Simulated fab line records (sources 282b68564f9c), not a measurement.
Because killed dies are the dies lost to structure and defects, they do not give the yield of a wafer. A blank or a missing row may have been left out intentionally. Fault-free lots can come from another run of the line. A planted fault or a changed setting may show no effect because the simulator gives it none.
Comparing a struck lot with a sound one | flow rit_cmos | 44 steps out of a route of 202
Sound: the wafers L317.1, L317.3, L317.4. Wafers L331.2, L331.5, L331.6 were the ones struck. The cause is named last.
Order at every step that has rows: each side's tool, ch and its chambers, its first start. Under that, the readings that differ: sound wafers | struck wafers | difference of the means | sigmas: that difference in standard deviations of wafers without a fault.
alike: readings whose means differ by less than 2 such deviations, and words and numbers that are the same on both sides. not compared: withheld readings, readings that some wafer has no value for, bounds like >300 that may hide the same value, and numbers for which the record gives no deviation and whose values overlap.
The two part at a step that has a row with sigmas, a row that says differs or no value, or rows on one side only. Numbers that don't overlap but have no deviation are shown without sigmas and don't part them. A reading missing from all wafers of one side parts the sides only when that side holds two or more wafers.

first, 1 step without rows for these wafers: RIT_PRETRO_IMPLANT_08.
RIT_PRETRO_STRIP_09: strips in O2, time 180 s.
  sound on plasma_asher-02 ch 0,1, day 3 03:37; struck on plasma_asher-02 ch 0,1, day 6 01:17
  alike: drypump_motor_current_A
  not compared: rf_hours_counter_h
RIT_PRETRO_TW_MEAS_10:
  sound on film_metro-01 at day 3 03:48; struck on film_metro-03 at day 6 01:29
  alike: PRETRO_TW
then, 5 steps without rows for these wafers: RIT_GATE_WET_ETCH_00 (etches SiO2 in BOE, target depth 56 nm, time 60 s); RIT_GATE_CLEAN_01 (cleans in SC1, time 600 s); RIT_GATE_CLEAN_02 (cleans in dHF, time 30 s); RIT_GATE_CLEAN_03 (cleans in SC2, time 600 s); RIT_GATE_CLEAN_04 (cleans in dHF, time 60 s).
RIT_FOX2_THK_MEAS_91:
  sound on film_metro-04 at day 3 04:16; struck on film_metro-01 at day 6 01:57
  alike: FIELD_OXIDE_LEFT_2_THK
then, 2 steps without rows for these wafers: RIT_GATE_OXIDATION_05 (target thk 3 nm, ox time 270 s); RIT_GATE_ANNEAL_06 (time 600 s).
RIT_GATE_THK_MEAS_07:
  sound on film_metro-01 at day 3 05:40; struck on film_metro-04 at day 6 05:40
  alike: GATE_OXIDE_THK
RIT_GATE_CVD_08: deposits poly-Si from SiH4, target thk 250 nm, time 2220 s.
  sound on lpcvd-02 ch 1, day 3 05:43; struck on lpcvd-02 ch 1, day 6 05:43
  reading                                  | sound           | struck        | difference | sigmas
  model.poly-Si_of_GATE_CVD_08.thk_nm (nm) | 249.2 251 251.3 | 257 257.4 259 | +7         |
RIT_GATE_THK_MEAS_09:
  sound on film_metro-04 at day 3 09:22; struck on film_metro-01 at day 6 07:20
  reading            | sound             | struck            | difference | sigmas
  GATE_POLY_THK (nm) | 249.2 250.8 251.4 | 257.0 257.4 259.0 | +7.3       | +3
then, 6 steps without rows for these wafers: RIT_GATE_HMDS_10 (prime time 60 s); RIT_GATE_COAT_11 (resist thk 850 nm); RIT_GATE_SOFTBAKE_12 (time 60 s); RIT_GATE_EXPOSE_13 (exposes mask M6, target cd 150 nm); RIT_GATE_PEB_14; RIT_GATE_DEVELOP_15 (develop time 48.17 s).
RIT_GATE_CD_MEAS_16: the cd target is 150 nm.
  sound on cd_sem-01 at day 3 10:16; struck on cd_sem-01 at day 6 08:34
  alike: cd_nm
RIT_GATE_OVL_MEAS_17:
  sound on overlay-01 at day 3 10:23; struck on overlay-01 at day 6 08:41
  alike: GATE_OVL
then, 1 step without rows for these wafers: RIT_GATE_HARDBAKE_18 (time 60 s).
RIT_GATE_ETCH_19: etches poly-Si in SF6/CHF3/O2, stops on SiO2, time 165 s, target depth 312.5 nm.
  sound on rie_si-02 ch 0,2,3, day 3 10:35; struck on rie_si-02 ch 2,3, day 6 08:52
  reading                          | sound           | struck        | difference | sigmas
  model.etch.depth_nm (nm)         | 249.2 251 251.3 | 257 257.4 259 | +7         |
  model.GATE.feature_depth_nm (nm) | 249.2 251 251.3 | 257 257.4 259 | +7         |
  alike: drypump_motor_current_A, he_backside_leak_sccm, oes_product_au, throttle_valve_pct
  not compared: rf_hours_counter_h
RIT_GATE_STRIP_20: strips in O2, time 180 s.
  sound on plasma_asher-01 ch 0,1, day 3 10:41; struck on plasma_asher-01 ch 0,1, day 6 08:58
  alike: drypump_motor_current_A
  not compared: rf_hours_counter_h
RIT_GATE_CD_MEAS_90: the cd target is 150 nm.
  sound on cd_sem-01 at day 3 10:52; struck on cd_sem-02 at day 6 09:10
  alike: cd_nm
then, 4 steps without rows for these wafers: RIT_REOX_CLEAN_00 (cleans in SC1, time 577 s); RIT_REOX_CLEAN_01 (cleans in dHF, time 30 s); RIT_REOX_CLEAN_02 (cleans in SC2, time 600 s); RIT_REOX_OXIDATION_03 (target thk 25.2 nm, ox time 5580 s).
RIT_REOX_THK_MEAS_04:
  sound on film_metro-04 at day 3 13:54; struck on film_metro-04 at day 6 12:36
  alike: REOX_OXIDE_THK
then, 6 steps without rows for these wafers: RIT_NLDD_HMDS_00 (prime time 60 s); RIT_NLDD_COAT_01 (resist thk 1000 nm); RIT_NLDD_SOFTBAKE_02 (time 60 s); RIT_NLDD_EXPOSE_03 (exposes mask M7, target cd 40700 nm); RIT_NLDD_PEB_04; RIT_NLDD_DEVELOP_05 (develop time 50 s).
RIT_NLDD_OVL_MEAS_06:
  sound on overlay-02 at day 3 14:56; struck on overlay-02 at day 6 13:31
  alike: NLDD_OVL
then, 2 steps without rows for these wafers: RIT_NLDD_HARDBAKE_07 (time 60 s); RIT_NLDD_IMPLANT_08.
RIT_NLDD_STRIP_09: strips in O2, time 180 s.
  sound on plasma_asher-01 ch 0,1, day 3 15:16; struck on plasma_asher-01 ch 0,1, day 6 13:54
  alike: drypump_motor_current_A
  not compared: rf_hours_counter_h
RIT_NLDD_TW_MEAS_10:
  sound on film_metro-01 at day 3 15:27; struck on film_metro-02 at day 6 14:05
  alike: NLDD_TW
RIT_SDANNEAL_CLEAN_02: cleans in SC2, time 600 s.
  sound on wet_bench-01 ch 2, day 3 22:44; struck on wet_bench-03 ch 2, day 6 21:14
  reading                                  | sound             | struck            | difference | sigmas
  model.poly-Si_of_GATE_CVD_08.thk_nm (nm) | 162.1 163.5 164.2 | 171.2 170.3 172.4 | +8.0       |
RIT_M1_PROBE_99:
  sound on prober-02 at day 4 06:18; struck on prober-02 at day 7 05:54
  alike: killed_at_contacts, killed_at_front_end, killed_dies, killed_open, killed_short
  not compared: model.etest.nmos_turned.drive_ua_um, model.etest.poly_comb_over_steps.leak_log10_a_um

== WHERE THEY PART ==
At RIT_GATE_THK_MEAS_09 and nowhere else, as far as this record goes. Later steps at which nothing parts them and some readings are alike: RIT_GATE_CD_MEAS_16, RIT_GATE_OVL_MEAS_17, RIT_GATE_ETCH_19, RIT_GATE_STRIP_20, RIT_GATE_CD_MEAS_90, RIT_REOX_THK_MEAS_04, RIT_NLDD_OVL_MEAS_06, RIT_NLDD_STRIP_09, RIT_NLDD_TW_MEAS_10, RIT_M1_PROBE_99.

WHY: the cause the simulator had injected
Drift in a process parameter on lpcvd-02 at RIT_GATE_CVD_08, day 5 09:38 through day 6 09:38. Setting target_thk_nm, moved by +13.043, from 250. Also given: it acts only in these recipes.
